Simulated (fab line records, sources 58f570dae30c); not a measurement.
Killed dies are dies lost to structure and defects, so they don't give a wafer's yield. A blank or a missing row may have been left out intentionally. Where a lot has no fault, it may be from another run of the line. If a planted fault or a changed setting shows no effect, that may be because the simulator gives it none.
fab line records | flow berkeley-cmos170
record lots=14 | wafers=42 | last-day=14
route steps=331 shown NSD@195
lots with no fault: from the same line, run without faults
start-h: start of the lot's first displayed wafer, in hours after the record's first day | wait-h: hours since the lot's step before | " unchanged from the row above | L1.1+2: several wafers, shown together as one row | - either no value or no given start | * or withheld: withheld | < > ~ a bound
route shown NAME@n: NAME is a module with steps in the file, n the number in the route of the first one | usual: average and standard deviation across the fault-free wafers | same: alike in all rows | chamber/n: place in a boat | sites: the reading at each site | _std_site: standard deviation of those values | _edge_site: outer sites' mean less inner sites' | radius-mm: for every site, how far away it sits from the centre of the wafer | mask NAME#n: copy n | behind: the most recent tool/chamber to have shaped the wafer | hold: cause of the lot's hold/its duration in hours/its outcome | device: the transistor (n, p or np) that didn't switch | end of line: at the end of the route, the tests of the same wafers | step lacking rows: just its recipe | killed: not the wafer's yield, but the dies lost to structure and defects at the first sort | map: a wafer's dies, marking killed ones x, the rest . and places with no die _
set.NAME: the setting as run; set.NAME@STEP: as run at that earlier step | model.NAME: the simulator's own value behind a step, which no gauge read
steps of the route over a sample of lots; a table a step, a row a wafer
services: when a tool's chamber went out of use (start-h, in hours from the record's first day, below 0 if earlier), for how many hours, and the reason
## steps
# step UCB170_NSD_IMPLANT_08
# recipe species=P | dose-cm2=3e+15 | energy-kev=40 | tilt-deg=7
# usual beam-energy-keV=39.998/0.013
lot.wafer | tool         | chamber | start-h | wait-h | beam-energy-keV
L499.2    | implanter-02 | 0       | 180.16  | 0.0    | 39.993
L499.4    | "            | 0       | "       | "      | 39.995
L499.5    | "            | 0       | "       | "      | 39.989
L500.2    | implanter-02 | 0       | 180.43  | 0.0    | 40.013
L500.5    | "            | 0       | "       | "      | 40.007
L500.6    | "            | 0       | "       | "      | 40.014
L498.2    | implanter-02 | 0       | 180.79  | 0.0    | 39.503
L498.5    | "            | 0       | "       | "      | 39.500
L498.6    | "            | 0       | "       | "      | 39.499
L501.1    | implanter-02 | 0       | 180.96  | 0.0    | 39.480
L501.4    | "            | 0       | "       | "      | 39.490
L501.5    | "            | 0       | "       | "      | 39.492
L511.1    | implanter-01 | 0       | 237.12  | 0.0    | 40.018
L511.4    | "            | 0       | "       | "      | 39.996
L511.5    | "            | 0       | "       | "      | 40.008
L512.1    | implanter-01 | 0       | 255.03  | 0.0    | 39.976
L512.3    | "            | 0       | "       | "      | 39.987
L512.5    | "            | 0       | "       | "      | 39.981
L514.2    | implanter-01 | 0       | 263.49  | 0.0    | 39.980
L514.4    | "            | 0       | "       | "      | 39.997
L514.5    | "            | 0       | "       | "      | 40.004
L516.1    | implanter-02 | 0       | 270.19  | 0.0    | 40.015
L516.3    | "            | 0       | "       | "      | 39.992
L516.4    | "            | 0       | "       | "      | 40.013
L515.1    | implanter-02 | 0       | 270.74  | 0.0    | 39.998
L515.3    | "            | 0       | "       | "      | 40.032
L515.5    | "            | 0       | "       | "      | 39.999
L519.1    | implanter-01 | 0       | 282.36  | 0.0    | 39.979
L519.3    | "            | 0       | "       | "      | 39.977
L519.6    | "            | 0       | "       | "      | 40.014
L518.3    | implanter-02 | 0       | 283.03  | 0.1    | 39.992
L518.5    | "            | 0       | "       | "      | 40.002
L518.6    | "            | 0       | "       | "      | 39.993
L517.2    | implanter-03 | 0       | 283.28  | 0.0    | 39.992
L517.3    | "            | 0       | "       | "      | 39.999
L517.6    | "            | 0       | "       | "      | 39.993
L521.1    | implanter-01 | 0       | 283.36  | 0.0    | 39.993
L521.5    | "            | 0       | "       | "      | 40.001
L521.6    | "            | 0       | "       | "      | 39.989
L520.4    | implanter-02 | 0       | 293.17  | 0.1    | 40.027
L520.5    | "            | 0       | "       | "      | 40.005
L520.6    | "            | 0       | "       | "      | 40.017
# step UCB170_NSD_STRIP_09
# recipe chemistry=O2 | power-w=400 | pressure-mtorr=3500 | platen-temp-c=withheld | o2-flow-sccm=400 | overash-fraction=0.5
# usual drypump-motor-current-A=5.6/0.52 | o2-flow-sccm=400.1/1.2 | oes-product-au=0.533/0.0044 | strip-time-to-endpoint-s=35.88/0.072
lot.wafer | tool            | chamber | start-h | wait-h | drypump-motor-current-A | o2-flow-sccm | oes-product-au | rf-hours-counter-h | strip-time-to-endpoint-s
L499.2    | plasma-asher-01 | 1       | 180.28  | 0.1    | 6.5                     | 399.8        | 0.526          | 5                  | 35.88
L499.4    | "               | 1       | "       | "      | 6.5                     | 400.3        | 0.535          | -                  | 35.83
L499.5    | "               | 0       | "       | "      | 5.7                     | 400.2        | 0.527          | -                  | 35.84
L500.2    | plasma-asher-03 | 1       | 180.56  | 0.1    | 5.8                     | 399.2        | 0.535          | 44                 | 35.90
L500.5    | "               | 0       | "       | "      | 5.1                     | 401.6        | 0.529          | -                  | 35.92
L500.6    | "               | 1       | "       | "      | 5.8                     | 398.7        | 0.531          | -                  | 35.89
L498.2    | plasma-asher-01 | 1       | 180.92  | 0.1    | 6.5                     | 400.4        | 0.540          | 6                  | 35.73
L498.5    | "               | 1       | "       | "      | 6.5                     | 398.5        | 0.532          | -                  | 35.70
L498.6    | "               | 0       | "       | "      | 5.8                     | 399.2        | 0.530          | -                  | 35.75
L501.1    | plasma-asher-02 | 1       | 181.11  | 0.1    | 5.8                     | 398.7        | 0.536          | 39                 | 35.65
L501.4    | "               | 0       | "       | "      | 4.9                     | 398.9        | 0.529          | -                  | 35.68
L501.5    | "               | 1       | "       | "      | 5.8                     | 401.0        | 0.527          | -                  | 35.60
L511.1    | plasma-asher-03 | 0       | 237.27  | 0.1    | 5.1                     | 399.1        | 0.540          | 51                 | 36.00
L511.4    | "               | 1       | "       | "      | 5.8                     | 399.4        | 0.537          | -                  | 35.97
L511.5    | "               | 1       | "       | "      | 5.8                     | 400.5        | 0.534          | -                  | 35.93
L512.1    | plasma-asher-03 | 0       | 255.18  | 0.1    | 5.1                     | 398.9        | 0.528          | 53                 | 35.86
L512.3    | "               | 0       | "       | "      | 5.1                     | 399.0        | 0.529          | -                  | 35.82
L512.5    | "               | 1       | "       | "      | 5.8                     | 398.6        | 0.532          | -                  | 35.73
L514.2    | plasma-asher-03 | 1       | 263.61  | 0.1    | 5.8                     | 399.8        | 0.540          | 54                 | 35.86
L514.4    | "               | 1       | "       | "      | 5.8                     | 399.9        | 0.526          | -                  | 35.87
L514.5    | "               | 1       | "       | "      | 5.8                     | 400.7        | 0.532          | -                  | 35.88
L516.1    | plasma-asher-03 | 0       | 270.34  | 0.1    | 5.1                     | 400.2        | 0.526          | 55                 | 35.84
L516.3    | "               | 0       | "       | "      | 5.1                     | 400.5        | 0.535          | -                  | 35.87
L516.4    | "               | 1       | "       | "      | 5.7                     | 398.8        | 0.535          | -                  | 35.89
L515.1    | plasma-asher-03 | 1       | 270.89  | 0.1    | 5.8                     | 400.8        | 0.531          | 55                 | 35.98
L515.3    | "               | 0       | "       | "      | 5.1                     | 401.7        | 0.530          | -                  | 36.01
L515.5    | "               | 0       | "       | "      | 5.1                     | 401.0        | 0.541          | -                  | 36.03
L519.1    | plasma-asher-01 | 0       | 282.51  | 0.1    | 5.8                     | 399.7        | 0.531          | 16                 | 35.91
L519.3    | "               | 1       | "       | "      | 6.5                     | 401.2        | 0.533          | -                  | 35.98
L519.6    | "               | 1       | "       | "      | 6.5                     | 400.7        | 0.530          | -                  | 35.88
L518.3    | plasma-asher-01 | 0       | 283.16  | 0.1    | 5.8                     | 399.3        | 0.534          | -                  | 35.85
L518.5    | "               | 1       | "       | "      | 6.5                     | 398.1        | 0.542          | -                  | 36.00
L518.6    | "               | 0       | "       | "      | 5.8                     | 399.2        | 0.529          | -                  | 35.83
L517.2    | plasma-asher-02 | 1       | 283.40  | 0.1    | 5.9                     | 399.3        | 0.535          | 50                 | 35.91
L517.3    | "               | 1       | "       | "      | 5.8                     | 400.8        | 0.535          | -                  | 35.85
L517.6    | "               | 0       | "       | "      | 4.9                     | 396.4        | 0.533          | -                  | 35.83
L521.1    | plasma-asher-01 | 0       | 283.51  | 0.1    | 5.7                     | 401.3        | 0.524          | 16                 | 35.94
L521.5    | "               | 0       | "       | "      | 5.7                     | 400.2        | 0.540          | -                  | 35.87
L521.6    | "               | 1       | "       | "      | 6.5                     | 399.3        | 0.528          | -                  | 35.81
L520.4    | plasma-asher-02 | 1       | 293.28  | 0.1    | 5.8                     | 402.4        | 0.536          | -                  | 35.93
L520.5    | "               | 0       | "       | "      | 4.9                     | 401.7        | 0.531          | -                  | 35.96
L520.6    | "               | 1       | "       | "      | 5.9                     | 402.1        | 0.537          | -                  | 35.95
## services
tool            | chamber | start-h | hours | kind
implanter-03    | -       | 172.41  | 3.3   | pm
implanter-03    | -       | 176.32  | 8.8   | repair
implanter-01    | -       | 178.05  | 6.2   | repair
plasma-asher-01 | -       | 236.22  | 1.2   | repair
implanter-01    | -       | 278.81  | 3.3   | pm
implanter-02    | -       | 284.96  | 3.3   | repair
## key
first-sign step=UCB170_NSD_IMPLANT_08 | reading=beam-energy-keV | direction=down | sigmas=40 | usual=39.998 | struck=39.494
effect step=UCB170_NSD_STRIP_09 | reading=strip-time-to-endpoint-s | direction=down | sigmas=2.7 | usual=* | struck=*
met-at UCB170_NSD_IMPLANT_08
struck-lots L498,L501
tester-left-out L498,L501
fault kind=process-parameter-drift | tool=implanter-02 | chamber=- | onset-h=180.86 | steps=UCB170_NSD_IMPLANT_08 | channel=energy-kev | offset=-0.5105 | shape=step | end-h=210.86 | acts-in=these-recipes-only | stated=40
# tester-left-out: of these lots the tester's yield and bins aren't shown, on N5 and GAA mostly nor the transistor test; their killed dies are dies lost to structure and defects alone, not to doping, threshold or leakage, so they don't give the yield
